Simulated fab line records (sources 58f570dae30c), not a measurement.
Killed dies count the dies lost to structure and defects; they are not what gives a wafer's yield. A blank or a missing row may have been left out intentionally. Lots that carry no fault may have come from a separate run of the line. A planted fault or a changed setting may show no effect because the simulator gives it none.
fab line records + flow berkeleyCmos170
[record]
- lots = 14
- wafers = 42
- lastDay = 12
route steps=331 shown NWELL@16 GATE@127 PSD@206
lots untouched by any fault: they come from a run of this same line in which no faults occurred
startH: hours from the record's first day to the start of the lot's first wafer shown + waitH: hours since the lot's step before + " the same as in the row above + L1.1+2: one row covering several wafers at once + - value missing, or start not given + * or withheld: withheld + < > ~ a bound
route shown NAME@n: names a module that has steps shown in the file, with the first one's number in the route + usual: mean/standard deviation of fault-free wafers + same: alike in all rows + chamber/n: place in a boat + sites: the reading at each site + _std_site: the standard deviation of these + _edge_site: inner sites' mean taken away from outer sites' mean + radiusMm: for every site, how far away it sits from the centre of the wafer + mask NAME#n: copy n + behind: the tool/chamber that last shaped the wafer + hold: why the lot went on hold/how many hours it stayed there/how the hold came to an end + device: which transistor (n, p or np) failed to switch + end of line: at the end of the route, the tests of the same wafers + where a step has no rows: the recipe by itself + killed: dies lost to structure and defects at the first sort, not the wafer's yield + map: dies across one wafer; x = killed, . = not, _ = none there
set.NAME: the setting that was run; set.NAME@STEP: the one run at that earlier step + model.NAME: the simulator's own value behind a step, which no gauge read
one table for each step of the route and one row for each wafer, over a sample of lots
services: when a tool's chamber went out of use (startH, in hours from the record's first day, below 0 if earlier), for how many hours, and the reason
[[steps]]
[step UCB170_NWELL_THK_MEAS_02]
[recipe]
- reads = SiO2_of_NWELL_OXIDATION_01
[usual]
- NWELL_OXIDE_THK = 26.3/0.46
| lot.wafer | tool         | chamber | startH | waitH | NWELL_OXIDE_THK[nm] |
|-----------|--------------|---------|--------|-------|---------------------|
| L893.1    | filmMetro-03 | -       | 24.21  | 0.0   | 26.2                |
| L893.2    | "            | -       | "      | "     | 26.3                |
| L893.4    | "            | -       | "      | "     | 26.5                |
| L896.1    | filmMetro-01 | -       | 45.36  | 0.0   | 26.1                |
| L896.3    | "            | -       | "      | "     | 26.5                |
| L896.6    | "            | -       | "      | "     | 25.9                |
| L897.3    | filmMetro-04 | -       | 45.38  | 0.0   | 26.6                |
| L897.5    | "            | -       | "      | "     | 26.9                |
| L897.6    | "            | -       | "      | "     | 26.1                |
| L898.3    | filmMetro-03 | -       | 55.74  | 0.0   | 27.3                |
| L898.5    | "            | -       | "      | "     | 26.6                |
| L898.6    | "            | -       | "      | "     | 26.1                |
| L900.2    | filmMetro-03 | -       | 66.93  | 0.0   | 26.8                |
| L900.5    | "            | -       | "      | "     | 26.5                |
| L900.6    | "            | -       | "      | "     | 26.7                |
| L901.1    | filmMetro-04 | -       | 71.75  | 0.0   | 26.6                |
| L901.3    | "            | -       | "      | "     | 26.1                |
| L901.4    | "            | -       | "      | "     | 26.5                |
| L906.1    | filmMetro-04 | -       | 92.48  | 0.0   | 25.4                |
| L906.5    | "            | -       | "      | "     | 25.7                |
| L906.6    | "            | -       | "      | "     | 25.6                |
| L908.2    | filmMetro-03 | -       | 106.90 | 0.0   | 26.2                |
| L908.3    | "            | -       | "      | "     | 26.8                |
| L908.4    | "            | -       | "      | "     | 26.7                |
| L909.1    | filmMetro-01 | -       | 110.82 | 0.0   | 25.9                |
| L909.2    | "            | -       | "      | "     | 26.1                |
| L909.6    | "            | -       | "      | "     | 26.1                |
| L910.4    | filmMetro-01 | -       | 114.79 | 0.0   | 27.4                |
| L910.5    | "            | -       | "      | "     | 27.6                |
| L910.6    | "            | -       | "      | "     | 27.1                |
| L911.3    | filmMetro-04 | -       | 120.38 | 0.0   | 26.4                |
| L911.5    | "            | -       | "      | "     | 26.6                |
| L911.6    | "            | -       | "      | "     | 26.4                |
| L912.3    | filmMetro-01 | -       | 125.44 | 0.0   | 25.5                |
| L912.5    | "            | -       | "      | "     | 25.5                |
| L912.6    | "            | -       | "      | "     | 25.9                |
| L913.3    | filmMetro-04 | -       | 129.70 | 0.0   | 26.0                |
| L913.4    | "            | -       | "      | "     | 26.6                |
| L913.6    | "            | -       | "      | "     | 25.9                |
| L915.2    | filmMetro-01 | -       | 138.60 | 0.0   | 26.8                |
| L915.5    | "            | -       | "      | "     | 27.4                |
| L915.6    | "            | -       | "      | "     | 26.9                |
[step UCB170_NWELL_OVL_MEAS_12]
[usual]
- NWELL_OVL = 3/5.7
| lot.wafer | tool       | chamber | startH | waitH | NWELL_OVL[nm] |
|-----------|------------|---------|--------|-------|---------------|
| L893.1    | overlay-02 | -       | 32.29  | -     | 11            |
| L893.2    | "          | -       | "      | "     | 11            |
| L893.4    | "          | -       | "      | "     | 13            |
| L897.3    | overlay-02 | -       | 55.38  | -     | 3             |
| L897.5    | "          | -       | "      | "     | 4             |
| L897.6    | "          | -       | "      | "     | 2             |
| L896.1    | overlay-01 | -       | 55.46  | -     | -4            |
| L896.3    | "          | -       | "      | "     | 6             |
| L896.6    | "          | -       | "      | "     | 6             |
| L898.3    | overlay-01 | -       | 63.74  | -     | -1            |
| L898.5    | "          | -       | "      | "     | -1            |
| L898.6    | "          | -       | "      | "     | 8             |
| L900.2    | overlay-01 | -       | 76.84  | -     | 5             |
| L900.5    | "          | -       | "      | "     | 5             |
| L900.6    | "          | -       | "      | "     | 1             |
| L901.1    | overlay-02 | -       | 79.89  | -     | 3             |
| L901.3    | "          | -       | "      | "     | 8             |
| L901.4    | "          | -       | "      | "     | -4            |
| L906.1    | overlay-02 | -       | 101.97 | -     | 6             |
| L906.5    | "          | -       | "      | "     | 0             |
| L906.6    | "          | -       | "      | "     | -3            |
| L908.2    | overlay-02 | -       | 115.34 | -     | 12            |
| L908.3    | "          | -       | "      | "     | 7             |
| L908.4    | "          | -       | "      | "     | 7             |
| L909.1    | overlay-02 | -       | 119.19 | -     | -4            |
| L909.2    | "          | -       | "      | "     | -3            |
| L909.6    | "          | -       | "      | "     | 0             |
| L910.4    | overlay-02 | -       | 122.42 | -     | 11            |
| L910.5    | "          | -       | "      | "     | 6             |
| L910.6    | "          | -       | "      | "     | 1             |
| L911.3    | overlay-02 | -       | 128.77 | -     | 5             |
| L911.5    | "          | -       | "      | "     | 0             |
| L911.6    | "          | -       | "      | "     | -9            |
| L912.3    | overlay-02 | -       | 131.61 | -     | -1            |
| L912.5    | "          | -       | "      | "     | -3            |
| L912.6    | "          | -       | "      | "     | -9            |
| L913.3    | overlay-01 | -       | 137.30 | -     | 5             |
| L913.4    | "          | -       | "      | "     | 9             |
| L913.6    | "          | -       | "      | "     | 5             |
| L915.2    | overlay-02 | -       | 146.63 | -     | 7             |
| L915.5    | "          | -       | "      | "     | 5             |
| L915.6    | "          | -       | "      | "     | 3             |
[step UCB170_GATE_OXIDATION_01]
[recipe]
- tempC = 850
- ambient = O2
- targetThkA = 66
- oxTimeS = 1800
[usual]
- spikeTcCentreC = 852.3/1.1
- spikeTcLoadC = 874.8/1.2
- tubeCenterTempC = 849.99/0.072
- tube_center_temp_C_max = 852.2/0.36
- zonePowerSourcePct = 24.4/1.7
| lot.wafer | tool       | chamber | startH | waitH | spikeTcCentreC | spikeTcLoadC | tubeCenterTempC | tube_center_temp_C_max | zonePowerSourcePct |
|-----------|------------|---------|--------|-------|----------------|--------------|-----------------|------------------------|--------------------|
| L893.1    | furnace-03 | 0       | 115.77 | 3.8   | 851.8          | 875.3        | 849.94          | 852.3                  | 25.9               |
| L893.2    | "          | 0       | "      | "     | 852.2          | 874.6        | 849.95          | 852.0                  | 25.5               |
| L893.4    | "          | 0       | "      | "     | 853.8          | 874.2        | 850.03          | 852.5                  | 25.9               |
| L896.1    | furnace-01 | 0       | 144.14 | 0.1   | 853.1          | 875.2        | 850.06          | 851.9                  | 21.2               |
| L896.3    | "          | 0       | "      | "     | 852.7          | 876.0        | 850.07          | 852.1                  | 21.3               |
| L896.6    | "          | 0       | "      | "     | 851.8          | 875.0        | 850.03          | 852.0                  | 21.2               |
| L897.3    | furnace-01 | 0       | 144.14 | 0.0   | 853.2          | 875.9        | 849.94          | 852.5                  | 21.4               |
| L897.5    | "          | 0       | "      | "     | 850.3          | 873.3        | 850.16          | 852.7                  | 21.1               |
| L897.6    | "          | 0       | "      | "     | 853.3          | 873.8        | 849.88          | 851.8                  | 21.2               |
| L898.3    | furnace-03 | 0       | 150.99 | 2.1   | 853.0          | 876.4        | 849.91          | 852.2                  | 25.5               |
| L898.5    | "          | 0       | "      | "     | 852.3          | 875.4        | 849.91          | 851.6                  | 25.5               |
| L898.6    | "          | 0       | "      | "     | 851.4          | 875.3        | 850.06          | 852.2                  | 25.8               |
| L900.2    | furnace-01 | 0       | 159.31 | 2.4   | 868.0          | 891.1        | 865.94          | 868.5                  | 22.4               |
| L900.5    | "          | 0       | "      | "     | 868.2          | 891.7        | 865.97          | 867.8                  | 21.9               |
| L900.6    | "          | 0       | "      | "     | 868.8          | 890.0        | 865.89          | 867.5                  | 22.2               |
| L901.1    | furnace-01 | 0       | 159.31 | 2.6   | 869.1          | 889.9        | 865.91          | 867.9                  | 22.0               |
| L901.3    | "          | 0       | "      | "     | 868.3          | 891.2        | 865.95          | 868.0                  | 22.2               |
| L901.4    | "          | 0       | "      | "     | 870.4          | 889.4        | 866.02          | 867.9                  | 22.1               |
| L906.1    | furnace-02 | 0       | 179.90 | 1.3   | 850.9          | 872.7        | 850.06          | 851.8                  | 23.6               |
| L906.5    | "          | 0       | "      | "     | 850.8          | 875.3        | 850.02          | 852.4                  | 23.9               |
| L906.6    | "          | 0       | "      | "     | 852.2          | 874.1        | 849.96          | 852.5                  | 23.4               |
| L908.2    | furnace-03 | 0       | 201.22 | 3.9   | 851.4          | 876.3        | 850.04          | 852.5                  | 26.0               |
| L908.3    | "          | 0       | "      | "     | 852.1          | 874.9        | 849.97          | 851.9                  | 25.7               |
| L908.4    | "          | 0       | "      | "     | 854.3          | 874.9        | 850.06          | 852.2                  | 26.0               |
| L909.1    | furnace-03 | 0       | 201.22 | 4.2   | 852.5          | 877.0        | 849.94          | 851.9                  | 25.9               |
| L909.2    | "          | 0       | "      | "     | 852.5          | 875.2        | 849.94          | 852.3                  | 25.8               |
| L909.6    | "          | 0       | "      | "     | 854.7          | 873.6        | 850.17          | 852.4                  | 25.5               |
| L910.4    | furnace-03 | 0       | 201.22 | 3.5   | 852.5          | 876.4        | 850.04          | 853.2                  | 25.6               |
| L910.5    | "          | 0       | "      | "     | 851.7          | 874.7        | 849.97          | 852.1                  | 25.9               |
| L910.6    | "          | 0       | "      | "     | 852.6          | 876.1        | 850.03          | 852.0                  | 25.6               |
| L911.3    | furnace-03 | 0       | 208.63 | 1.8   | 853.1          | 873.6        | 850.02          | 852.3                  | 25.3               |
| L911.5    | "          | 0       | "      | "     | 851.2          | 875.3        | 850.11          | 852.7                  | 25.4               |
| L911.6    | "          | 0       | "      | "     | 852.6          | 876.1        | 849.92          | 852.8                  | 25.2               |
| L912.3    | furnace-03 | 0       | 208.63 | 1.9   | 852.0          | 874.1        | 850.07          | 852.2                  | 25.4               |
| L912.5    | "          | 0       | "      | "     | 853.8          | 876.1        | 850.04          | 852.0                  | 26.2               |
| L912.6    | "          | 0       | "      | "     | 851.1          | 874.4        | 849.97          | 851.6                  | 26.2               |
| L913.3    | furnace-03 | 0       | 221.33 | 4.9   | 853.7          | 874.7        | 849.99          | 852.2                  | 25.6               |
| L913.4    | "          | 0       | "      | "     | 853.0          | 876.5        | 850             | 851.7                  | 25.6               |
| L913.6    | "          | 0       | "      | "     | 853.6          | 873.3        | 849.99          | 851.9                  | 25.4               |
| L915.2    | furnace-03 | 0       | 224.33 | 2.9   | 852.1          | 874.7        | 849.95          | 851.9                  | 25.3               |
| L915.5    | "          | 0       | "      | "     | 852.9          | 876.4        | 849.98          | 853.0                  | 25.5               |
| L915.6    | "          | 0       | "      | "     | 851.9          | 875.8        | 849.94          | 852.4                  | 25.5               |
[step UCB170_GATE_THK_MEAS_02]
[recipe]
- reads = SiO2_of_GATE_OXIDATION_01
[usual]
- GATE_OXIDE_THK = 6.53/0.14
| lot.wafer | tool         | chamber | startH | waitH | GATE_OXIDE_THK[nm] |
|-----------|--------------|---------|--------|-------|--------------------|
| L893.1    | filmMetro-03 | -       | 117.27 | 0.0   | 6.32               |
| L893.2    | "            | -       | "      | "     | 6.45               |
| L893.4    | "            | -       | "      | "     | 6.44               |
| L896.1    | filmMetro-01 | -       | 145.65 | 0.0   | 6.57               |
| L896.3    | "            | -       | "      | "     | 6.64               |
| L896.6    | "            | -       | "      | "     | 6.57               |
| L897.3    | filmMetro-02 | -       | 145.66 | 0.0   | 6.69               |
| L897.5    | "            | -       | "      | "     | 6.65               |
| L897.6    | "            | -       | "      | "     | 6.74               |
| L898.3    | filmMetro-02 | -       | 152.51 | 0.0   | 6.59               |
| L898.5    | "            | -       | "      | "     | 6.58               |
| L898.6    | "            | -       | "      | "     | 6.65               |
| L901.1    | filmMetro-01 | -       | 160.81 | 0.0   | 8.04               |
| L901.3    | "            | -       | "      | "     | 8.02               |
| L901.4    | "            | -       | "      | "     | 8.01               |
| L900.2    | filmMetro-02 | -       | 160.82 | 0.0   | 8.14               |
| L900.5    | "            | -       | "      | "     | 8.18               |
| L900.6    | "            | -       | "      | "     | 8.12               |
| L906.1    | filmMetro-03 | -       | 181.40 | 0.0   | 6.44               |
| L906.5    | "            | -       | "      | "     | 6.55               |
| L906.6    | "            | -       | "      | "     | 6.48               |
| L909.1    | filmMetro-01 | -       | 202.72 | 0.0   | 6.37               |
| L909.2    | "            | -       | "      | "     | 6.31               |
| L909.6    | "            | -       | "      | "     | 6.39               |
| L908.2    | filmMetro-03 | -       | 202.73 | 0.0   | 6.46               |
| L908.3    | "            | -       | "      | "     | 6.51               |
| L908.4    | "            | -       | "      | "     | 6.56               |
| L910.4    | filmMetro-02 | -       | 202.80 | 0.1   | 6.57               |
| L910.5    | "            | -       | "      | "     | 6.55               |
| L910.6    | "            | -       | "      | "     | 6.63               |
| L911.3    | filmMetro-03 | -       | 210.15 | 0.0   | 6.41               |
| L911.5    | "            | -       | "      | "     | 6.53               |
| L911.6    | "            | -       | "      | "     | 6.41               |
| L912.3    | filmMetro-01 | -       | 210.15 | 0.0   | 6.52               |
| L912.5    | "            | -       | "      | "     | 6.67               |
| L912.6    | "            | -       | "      | "     | 6.62               |
| L913.3    | filmMetro-01 | -       | 222.85 | 0.0   | 6.48               |
| L913.4    | "            | -       | "      | "     | 6.41               |
| L913.6    | "            | -       | "      | "     | 6.41               |
| L915.2    | filmMetro-01 | -       | 225.84 | 0.0   | 6.79               |
| L915.5    | "            | -       | "      | "     | 6.60               |
| L915.6    | "            | -       | "      | "     | 6.80               |
[step UCB170_SDANNEAL_RS_MEAS_02]
[recipe]
- thkMeasGauge = four-point-probe
[usual]
- PSD_RS = 75.6/0.41
| lot.wafer | tool         | chamber | startH | waitH | PSD_RS[ohm/sq] |
|-----------|--------------|---------|--------|-------|----------------|
| L893.1    | filmMetro-04 | -       | 144.90 | 0.0   | 75.5           |
| L893.2    | "            | -       | "      | "     | 75.4           |
| L893.4    | "            | -       | "      | "     | 75.6           |
| L896.1    | filmMetro-01 | -       | 165.22 | 0.0   | 75.8           |
| L896.3    | "            | -       | "      | "     | 76.0           |
| L896.6    | "            | -       | "      | "     | 76.0           |
| L897.3    | filmMetro-02 | -       | 165.55 | 0.1   | 75.1           |
| L897.5    | "            | -       | "      | "     | 75.0           |
| L897.6    | "            | -       | "      | "     | 74.7           |
| L898.3    | filmMetro-01 | -       | 174.15 | 0.1   | 75.2           |
| L898.5    | "            | -       | "      | "     | 76.1           |
| L898.6    | "            | -       | "      | "     | 75.6           |
| L901.1    | filmMetro-04 | -       | 180.91 | 0.0   | 75.6           |
| L901.3    | "            | -       | "      | "     | 75.5           |
| L901.4    | "            | -       | "      | "     | 75.8           |
| L900.2    | filmMetro-01 | -       | 181.53 | 0.1   | 75.0           |
| L900.5    | "            | -       | "      | "     | 74.8           |
| L900.6    | "            | -       | "      | "     | 74.9           |
| L906.1    | filmMetro-04 | -       | 204.97 | 0.0   | 75.7           |
| L906.5    | "            | -       | "      | "     | 76.0           |
| L906.6    | "            | -       | "      | "     | 75.8           |
| L908.2    | filmMetro-04 | -       | 228.01 | 0.1   | 76.6           |
| L908.3    | "            | -       | "      | "     | 76.6           |
| L908.4    | "            | -       | "      | "     | 76.3           |
| L909.1    | filmMetro-02 | -       | 228.21 | 0.0   | 75.6           |
| L909.2    | "            | -       | "      | "     | 75.9           |
| L909.6    | "            | -       | "      | "     | 75.6           |
| L910.4    | filmMetro-04 | -       | 228.53 | 0.1   | 75.2           |
| L910.5    | "            | -       | "      | "     | 75.7           |
| L910.6    | "            | -       | "      | "     | 75.1           |
| L911.3    | filmMetro-01 | -       | 228.87 | 0.2   | 76.1           |
| L911.5    | "            | -       | "      | "     | 75.5           |
| L911.6    | "            | -       | "      | "     | 76.0           |
| L912.3    | filmMetro-02 | -       | 229.10 | 0.1   | 75.3           |
| L912.5    | "            | -       | "      | "     | 75.3           |
| L912.6    | "            | -       | "      | "     | 75.4           |
| L913.3    | filmMetro-02 | -       | 247.09 | 0.1   | 75.4           |
| L913.4    | "            | -       | "      | "     | 75.3           |
| L913.6    | "            | -       | "      | "     | 75.2           |
| L915.2    | filmMetro-01 | -       | 250.32 | 0.1   | 76.4           |
| L915.5    | "            | -       | "      | "     | 76.1           |
| L915.6    | "            | -       | "      | "     | 76.0           |
[[services]]
| tool       | chamber | startH | hours | kind |
|------------|---------|--------|-------|------|
| furnace-01 | -       | 128.53 | 3.0   | pm   |
| furnace-01 | -       | 181.88 | 5.0   | pm   |
[[key]]
[firstSign]
- step = UCB170_GATE_OXIDATION_01
- reading = tubeCenterTempC
- direction = up
- sigmas = 99+
- usual = *
- struck = *
[effect]
- step = UCB170_GATE_OXIDATION_01
- reading = tube_center_temp_C_max
- direction = up
- sigmas = 44
- usual = *
- struck = *
[effect]
- step = UCB170_GATE_THK_MEAS_02
- reading = GATE_OXIDE_THK
- direction = up
- sigmas = 11
- usual = 6.53
- struck = 8.08
metAt UCB170_GATE_OXIDATION_01
struckLots L900,L901
testerLeftOut L900,L901
notActingAt UCB170_NWELL_THK_MEAS_02,UCB170_NWELL_OVL_MEAS_12,UCB170_SDANNEAL_RS_MEAS_02
onsetBetween 144.14 159.31
[fault]
- kind = processParameterDrift
- tool = furnace-01
- chamber = -
- onsetH = 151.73
- steps = UCB170_GATE_OXIDATION_01
- channel = tempC
- offset = *
- shape = step
- endH = 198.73
- actsIn = *
- stated = *
// testerLeftOut: of these lots the tester's yield and bins aren't shown, on N5 and GAA mostly nor the transistor test; their killed dies are dies lost to structure and defects alone, not to doping, threshold or leakage, so they don't give the yield
